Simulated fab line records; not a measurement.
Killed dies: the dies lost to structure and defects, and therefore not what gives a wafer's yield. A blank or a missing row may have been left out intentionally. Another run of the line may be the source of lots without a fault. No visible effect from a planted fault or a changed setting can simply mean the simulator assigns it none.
Which tool was responsible? || flow rit_cmos || 14 lots with 42 wafers sampled at 5 steps, on a route of 202 steps

WHAT EACH GAUGE READ, for each wafer
RIT_PSD_OVL_MEAS_06. Usual: PSD_OVL gives 0.1 nm (standard deviation 1.3).
{"lot": "L549", "measured": "day 3 19:35", "on": "overlay-02", "PSD_OVL (nm)": "0.0 -0.7 -1.6", "flag": ""}
{"lot": "L550", "measured": "day 4 00:35", "on": "overlay-01", "PSD_OVL (nm)": "0.7 0.2 1.4", "flag": ""}
{"lot": "L553", "measured": "day 4 12:10", "on": "overlay-01", "PSD_OVL (nm)": "1.7 0.5 0.7", "flag": ""}
{"lot": "L554", "measured": "day 4 15:17", "on": "overlay-02", "PSD_OVL (nm)": "-1.0 -1.1 -2.9", "flag": ""}
{"lot": "L555", "measured": "day 4 20:56", "on": "overlay-02", "PSD_OVL (nm)": "-0.6 0.9 2.0", "flag": ""}
{"lot": "L557", "measured": "day 5 09:07", "on": "overlay-02", "PSD_OVL (nm)": "0.7 0.8 0.4", "flag": ""}
{"lot": "L559", "measured": "day 5 16:51", "on": "overlay-02", "PSD_OVL (nm)": "-2.0 0.6 0.4", "flag": ""}
{"lot": "L564", "measured": "day 6 20:32", "on": "overlay-02", "PSD_OVL (nm)": "-0.7 -1.0 -0.8", "flag": ""}
{"lot": "L565", "measured": "day 6 23:50", "on": "overlay-02", "PSD_OVL (nm)": "0.3 -2.0 0.3", "flag": ""}
{"lot": "L566", "measured": "day 7 06:20", "on": "overlay-02", "PSD_OVL (nm)": "-0.2 -0.5 -0.6", "flag": ""}
{"lot": "L568", "measured": "day 7 13:32", "on": "overlay-02", "PSD_OVL (nm)": "-0.9 -1.8 -0.3", "flag": ""}
{"lot": "L569", "measured": "day 7 17:33", "on": "overlay-01", "PSD_OVL (nm)": "0.6 1.4 0.3", "flag": ""}
{"lot": "L570", "measured": "day 7 22:27", "on": "overlay-02", "PSD_OVL (nm)": "2.4 1.0 -0.2", "flag": ""}
{"lot": "L571", "measured": "day 8 04:56", "on": "overlay-01", "PSD_OVL (nm)": "0.8 1.3 1.0", "flag": ""}

RIT_M1_CD_MEAS_09: the cd target is 2600 nm. Usual: cd_nm at 2600.1 nm, with a standard deviation of 2.9.
{"lot": "L549", "measured": "day 4 01:21", "on": "cd_sem-01", "cd_nm (nm)": "2598.5 2598.8 2600.1", "flag": ""}
{"lot": "L550", "measured": "day 4 06:49", "on": "cd_sem-02", "cd_nm (nm)": "2599.1 2597.2 2597.5", "flag": ""}
{"lot": "L553", "measured": "day 4 18:02", "on": "cd_sem-02", "cd_nm (nm)": "2598.1 2601.0 2598.1", "flag": ""}
{"lot": "L554", "measured": "day 4 21:12", "on": "cd_sem-01", "cd_nm (nm)": "2599.8 2601.0 2603.2", "flag": ""}
{"lot": "L555", "measured": "day 5 02:39", "on": "cd_sem-02", "cd_nm (nm)": "2532.0 2531.6 2533.0", "flag": "OFF"}
{"lot": "L557", "measured": "day 5 14:49", "on": "cd_sem-01", "cd_nm (nm)": "2536.8 2536.9 2536.4", "flag": "OFF"}
{"lot": "L559", "measured": "day 5 22:26", "on": "cd_sem-02", "cd_nm (nm)": "2600.3 2599.3 2600.5", "flag": ""}
{"lot": "L564", "measured": "day 7 02:26", "on": "cd_sem-02", "cd_nm (nm)": "2605.2 2602.8 2603.7", "flag": ""}
{"lot": "L565", "measured": "day 7 05:40", "on": "cd_sem-02", "cd_nm (nm)": "2603.3 2605.5 2602.5", "flag": ""}
{"lot": "L566", "measured": "day 7 12:20", "on": "cd_sem-02", "cd_nm (nm)": "2596.4 2598.7 2599.3", "flag": ""}
{"lot": "L568", "measured": "day 7 19:31", "on": "cd_sem-01", "cd_nm (nm)": "2603.3 2603.2 2602.5", "flag": ""}
{"lot": "L569", "measured": "day 7 23:18", "on": "cd_sem-01", "cd_nm (nm)": "2597.9 2597.8 2599.5", "flag": ""}
{"lot": "L570", "measured": "day 8 04:04", "on": "cd_sem-01", "cd_nm (nm)": "2602.7 2602.0 2605.7", "flag": ""}
{"lot": "L571", "measured": "day 8 10:38", "on": "cd_sem-01", "cd_nm (nm)": "2603.4 2604.1 2600.9", "flag": ""}

EACH LOT AND THE TOOL THAT RAN IT (in order: tool; ch and the chambers of the sampled wafers; start)
{"lot": "L549", "RIT_SILICIDE_RTA_06": "rtp_anneal-02 ch 0, day 3 21:35", "RIT_CONTACT_STRIP_12": "plasma_asher-01 ch 0,1, day 3 23:17", "RIT_M1_COAT_04": "litho_track-01 ch 0, day 4 00:35"}
{"lot": "L550", "RIT_SILICIDE_RTA_06": "rtp_anneal-01 ch 0, day 4 02:47", "RIT_CONTACT_STRIP_12": "plasma_asher-03 ch 0,1, day 4 04:46", "RIT_M1_COAT_04": "litho_track-04 ch 0, day 4 06:05"}
{"lot": "L553", "RIT_SILICIDE_RTA_06": "rtp_anneal-02 ch 0, day 4 14:06", "RIT_CONTACT_STRIP_12": "plasma_asher-02 ch 0,1, day 4 15:52", "RIT_M1_COAT_04": "litho_track-04 ch 0, day 4 17:11"}
{"lot": "L554", "RIT_SILICIDE_RTA_06": "rtp_anneal-01 ch 0, day 4 17:16", "RIT_CONTACT_STRIP_12": "plasma_asher-03 ch 0,1, day 4 19:02", "RIT_M1_COAT_04": "litho_track-03 ch 0, day 4 20:18"}
{"lot": "L555", "RIT_SILICIDE_RTA_06": "rtp_anneal-02 ch 0, day 4 22:52", "RIT_CONTACT_STRIP_12": "plasma_asher-02 ch 0,1, day 5 00:38", "RIT_M1_COAT_04": "litho_track-04 ch 0, day 5 01:55"}
{"lot": "L557", "RIT_SILICIDE_RTA_06": "rtp_anneal-02 ch 0, day 5 11:04", "RIT_CONTACT_STRIP_12": "plasma_asher-03 ch 0,1, day 5 12:48", "RIT_M1_COAT_04": "litho_track-04 ch 0, day 5 14:05"}
{"lot": "L559", "RIT_SILICIDE_RTA_06": "rtp_anneal-02 ch 0, day 5 18:48", "RIT_CONTACT_STRIP_12": "plasma_asher-02 ch 0,1, day 5 20:26", "RIT_M1_COAT_04": "litho_track-03 ch 0, day 5 21:43"}
{"lot": "L564", "RIT_SILICIDE_RTA_06": "rtp_anneal-01 ch 0, day 6 22:28", "RIT_CONTACT_STRIP_12": "plasma_asher-02 ch 0,1, day 7 00:10", "RIT_M1_COAT_04": "litho_track-03 ch 0, day 7 01:35"}
{"lot": "L565", "RIT_SILICIDE_RTA_06": "rtp_anneal-02 ch 0, day 7 01:52", "RIT_CONTACT_STRIP_12": "plasma_asher-02 ch 0,1, day 7 03:38", "RIT_M1_COAT_04": "litho_track-01 ch 0, day 7 04:56"}
{"lot": "L566", "RIT_SILICIDE_RTA_06": "rtp_anneal-01 ch 0, day 7 08:27", "RIT_CONTACT_STRIP_12": "plasma_asher-01 ch 0,1, day 7 10:08", "RIT_M1_COAT_04": "litho_track-01 ch 0, day 7 11:34"}
{"lot": "L568", "RIT_SILICIDE_RTA_06": "rtp_anneal-01 ch 0, day 7 15:32", "RIT_CONTACT_STRIP_12": "plasma_asher-01 ch 0,1, day 7 17:18", "RIT_M1_COAT_04": "litho_track-03 ch 0, day 7 18:40"}
{"lot": "L569", "RIT_SILICIDE_RTA_06": "rtp_anneal-02 ch 0, day 7 19:29", "RIT_CONTACT_STRIP_12": "plasma_asher-02 ch 0,1, day 7 21:07", "RIT_M1_COAT_04": "litho_track-01 ch 0, day 7 22:26"}
{"lot": "L570", "RIT_SILICIDE_RTA_06": "rtp_anneal-01 ch 0, day 8 00:23", "RIT_CONTACT_STRIP_12": "plasma_asher-02 ch 0,1, day 8 02:04", "RIT_M1_COAT_04": "litho_track-03 ch 0, day 8 03:21"}
{"lot": "L571", "RIT_SILICIDE_RTA_06": "rtp_anneal-02 ch 0, day 8 06:52", "RIT_CONTACT_STRIP_12": "plasma_asher-02 ch 0,1, day 8 08:30", "RIT_M1_COAT_04": "litho_track-04 ch 0, day 8 09:47"}
- RIT_SILICIDE_RTA_06: time 10 s, ramp up 5 s, ramp down 10 s.
- RIT_CONTACT_STRIP_12: strips in O2, time 180 s.
- RIT_M1_COAT_04: resist thk 1300 nm.

WHAT THE TOOLS THEMSELVES READ (means of the sampled wafers that have a number; where no wafer has one, the mark that the record gives instead)
RIT_SILICIDE_RTA_06. Usual: wafer_temp_C_max at 754.1, with a standard deviation of 1.
{"lot": "L549", "tool": "rtp_anneal-02", "wafer_temp_C_max": 753.3, "flag": ""}
{"lot": "L550", "tool": "rtp_anneal-01", "wafer_temp_C_max": 754.4, "flag": ""}
{"lot": "L553", "tool": "rtp_anneal-02", "wafer_temp_C_max": 753.2, "flag": ""}
{"lot": "L554", "tool": "rtp_anneal-01", "wafer_temp_C_max": 755.4, "flag": ""}
{"lot": "L555", "tool": "rtp_anneal-02", "wafer_temp_C_max": 753.3, "flag": ""}
{"lot": "L557", "tool": "rtp_anneal-02", "wafer_temp_C_max": 753.7, "flag": ""}
{"lot": "L559", "tool": "rtp_anneal-02", "wafer_temp_C_max": 754.1, "flag": ""}
{"lot": "L564", "tool": "rtp_anneal-01", "wafer_temp_C_max": 754.5, "flag": ""}
{"lot": "L565", "tool": "rtp_anneal-02", "wafer_temp_C_max": 753.2, "flag": ""}
{"lot": "L566", "tool": "rtp_anneal-01", "wafer_temp_C_max": 754.7, "flag": ""}
{"lot": "L568", "tool": "rtp_anneal-01", "wafer_temp_C_max": 754.8, "flag": ""}
{"lot": "L569", "tool": "rtp_anneal-02", "wafer_temp_C_max": 752.8, "flag": ""}
{"lot": "L570", "tool": "rtp_anneal-01", "wafer_temp_C_max": 756.0, "flag": ""}
{"lot": "L571", "tool": "rtp_anneal-02", "wafer_temp_C_max": 753.4, "flag": ""}

RIT_CONTACT_STRIP_12. Usual: chamber_pressure_mTorr 4000 mTorr, standard deviation 3.2; drypump_motor_current_A 5.8 A, standard deviation 0.45.
{"lot": "L549", "tool": "plasma_asher-01", "chamber_pressure_mTorr (mTorr)": 4000, "drypump_motor_current_A (A)": 5.4, "flag": ""}
{"lot": "L550", "tool": "plasma_asher-03", "chamber_pressure_mTorr (mTorr)": 3998, "drypump_motor_current_A (A)": 6.4, "flag": ""}
{"lot": "L553", "tool": "plasma_asher-02", "chamber_pressure_mTorr (mTorr)": 3997, "drypump_motor_current_A (A)": 5.8, "flag": ""}
{"lot": "L554", "tool": "plasma_asher-03", "chamber_pressure_mTorr (mTorr)": 3997, "drypump_motor_current_A (A)": 6.4, "flag": ""}
{"lot": "L555", "tool": "plasma_asher-02", "chamber_pressure_mTorr (mTorr)": 4001, "drypump_motor_current_A (A)": 5.8, "flag": ""}
{"lot": "L557", "tool": "plasma_asher-03", "chamber_pressure_mTorr (mTorr)": 4003, "drypump_motor_current_A (A)": 6.4, "flag": ""}
{"lot": "L559", "tool": "plasma_asher-02", "chamber_pressure_mTorr (mTorr)": 3998, "drypump_motor_current_A (A)": 5.8, "flag": ""}
{"lot": "L564", "tool": "plasma_asher-02", "chamber_pressure_mTorr (mTorr)": 3998, "drypump_motor_current_A (A)": 5.6, "flag": ""}
{"lot": "L565", "tool": "plasma_asher-02", "chamber_pressure_mTorr (mTorr)": 4001, "drypump_motor_current_A (A)": 5.8, "flag": ""}
{"lot": "L566", "tool": "plasma_asher-01", "chamber_pressure_mTorr (mTorr)": 4001, "drypump_motor_current_A (A)": 5.4, "flag": ""}
{"lot": "L568", "tool": "plasma_asher-01", "chamber_pressure_mTorr (mTorr)": 4002, "drypump_motor_current_A (A)": 5.5, "flag": ""}
{"lot": "L569", "tool": "plasma_asher-02", "chamber_pressure_mTorr (mTorr)": 3997, "drypump_motor_current_A (A)": 5.5, "flag": ""}
{"lot": "L570", "tool": "plasma_asher-02", "chamber_pressure_mTorr (mTorr)": 4000, "drypump_motor_current_A (A)": 5.8, "flag": ""}
{"lot": "L571", "tool": "plasma_asher-02", "chamber_pressure_mTorr (mTorr)": 4001, "drypump_motor_current_A (A)": 5.8, "flag": ""}

THE ANSWER, worked out from the rows above alone
Rule: lot off if the mean of its wafers having a number is beyond 3 standard deviations from the usual mean. A lot without any number at a reading at which 4 lots or more have one is off too. All remaining lots with rows at the step are treated as sound. Order of review: gauges by route order, followed by the tools' own readings, for which a lot's mean as printed above is used. The first step at which some lot is off is used, and at that step the reading that is off furthest; a lot without a number counts as furthest.
Off at RIT_M1_CD_MEAS_09 (cd_nm): L555, L557.
If a tool, at a process step before that reading, ran all the lots that are off and no sound lot after the first of them, it fits. Those tools and the gauges at RIT_M1_CD_MEAS_09 are tried in the same way. Not one of the candidates tried fits.

WHAT WAS PUT IN BY THE SIMULATOR
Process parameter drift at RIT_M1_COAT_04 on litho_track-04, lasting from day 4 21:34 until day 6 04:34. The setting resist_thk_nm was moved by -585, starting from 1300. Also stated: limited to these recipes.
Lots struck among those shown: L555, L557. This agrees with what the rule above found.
